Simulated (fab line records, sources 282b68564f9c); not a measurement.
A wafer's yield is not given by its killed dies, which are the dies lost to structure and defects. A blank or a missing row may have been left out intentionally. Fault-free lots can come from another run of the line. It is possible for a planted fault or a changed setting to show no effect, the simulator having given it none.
Split-lot study	flow rit-cmos	23 wafers read across 5 lots, on a route 202 steps long

ABOUT THE SPLIT
At RIT_ACTIVE_CVD_03 (deposits Si3N4 from SiH2Cl2/NH3, target thk 150 nm, time 1500 s), the setting time-s was moved away from the recipe's 1500 s on 15 of the 23 wafers read, by -5.4% to +4.4%. For the rest of the wafers, this setting stayed at what the recipe calls for.

No step appears in the file between the split and the reading.

THE READING
ACTIVE_NITRIDE_THK (nm), taken at RIT_ACTIVE_THK_MEAS_04. On this fab line, fault-free wafers typically give 150.4 nm with a standard deviation of 1.4 nm.

wafer	tool, chamber at the split	time-s as run, s	against the recipe	ACTIVE_NITRIDE_THK, nm	against lot-mates on the recipe
L074.1	-, -	1566	+4.4%	157.4	no lot-mate on the recipe
L074.3	-, -	1566	+4.4%	156.9	no lot-mate on the recipe
L074.4	-, -	1566	+4.4%	156.9	no lot-mate on the recipe
L074.5	-, -	1566	+4.4%	158.3	no lot-mate on the recipe
L074.6	-, -	1566	+4.4%	157.5	no lot-mate on the recipe
L076.1	-, -	1419	-5.4%	140.5	no lot-mate on the recipe
L076.2	-, -	1419	-5.4%	141.1	no lot-mate on the recipe
L076.3	-, -	1419	-5.4%	140.3	no lot-mate on the recipe
L076.5	-, -	1419	-5.4%	141.6	no lot-mate on the recipe
L076.6	-, -	1419	-5.4%	140.4	no lot-mate on the recipe
L080.2	lpcvd-01, 0	1500	recipe	150.0	-
L080.4	lpcvd-01, 0	1500	recipe	151.1	-
L080.6	lpcvd-01, 0	1500	recipe	150.1	-
L081.1	-, -	1500	recipe	153.1	-
L081.3	-, -	1500	recipe	152.7	-
L081.4	-, -	1500	recipe	152.7	-
L081.5	-, -	1500	recipe	154.0	-
L081.6	-, -	1500	recipe	152.1	-
L084.1	-, -	1441	-3.9%	146.0	no lot-mate on the recipe
L084.2	-, -	1441	-3.9%	144.6	no lot-mate on the recipe
L084.4	-, -	1441	-3.9%	145.0	no lot-mate on the recipe
L084.5	-, -	1441	-3.9%	145.5	no lot-mate on the recipe
L084.6	-, -	1441	-3.9%	146.6	no lot-mate on the recipe

FIT RESULTS
A straight line over all 23 wafers: ACTIVE_NITRIDE_THK changes by +1.64 nm for each +1% of time-s; r = +0.97; the points scatter about the line by 1.5 nm.
Too few moved wafers have a lot-mate on the recipe to fit a line with each lot's own level taken away.

THE WHOLE CHAIN: every reading that the file lists as answering this split, in the file's order
step	what it does	reading	change (the file's fit)	r (the file's)
RIT_ACTIVE_CVD_03	deposits Si3N4 from SiH2Cl2/NH3, target thk 150 nm, time 1500 s	Si3N4_of_ACTIVE_CVD_03.thk-nm (the simulator's own value, which no gauge read)	+1.63 nm for each +1% of the setting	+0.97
RIT_ACTIVE_THK_MEAS_04		ACTIVE_NITRIDE_THK	+1.64 for each +1% of the setting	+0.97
RIT_ACTIVE_ETCH_13	etches Si3N4 in SF6, stops on SiO2, time 210 s, target depth 210 nm	etch.depth-nm (the simulator's own value, which no gauge read)	+1.63 nm for each +1% of the setting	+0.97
RIT_FOX1_OXIDATION_00	target thk 350.7 nm, ox time 1130 s	Si3N4_of_ACTIVE_CVD_03.thk-nm (the simulator's own value, which no gauge read)	+1.67 nm for each +1% of the setting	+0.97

THE FILE'S OWN FIT
ACTIVE_NITRIDE_THK changes by +1.64 nm for each +1% of time-s, r = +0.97.
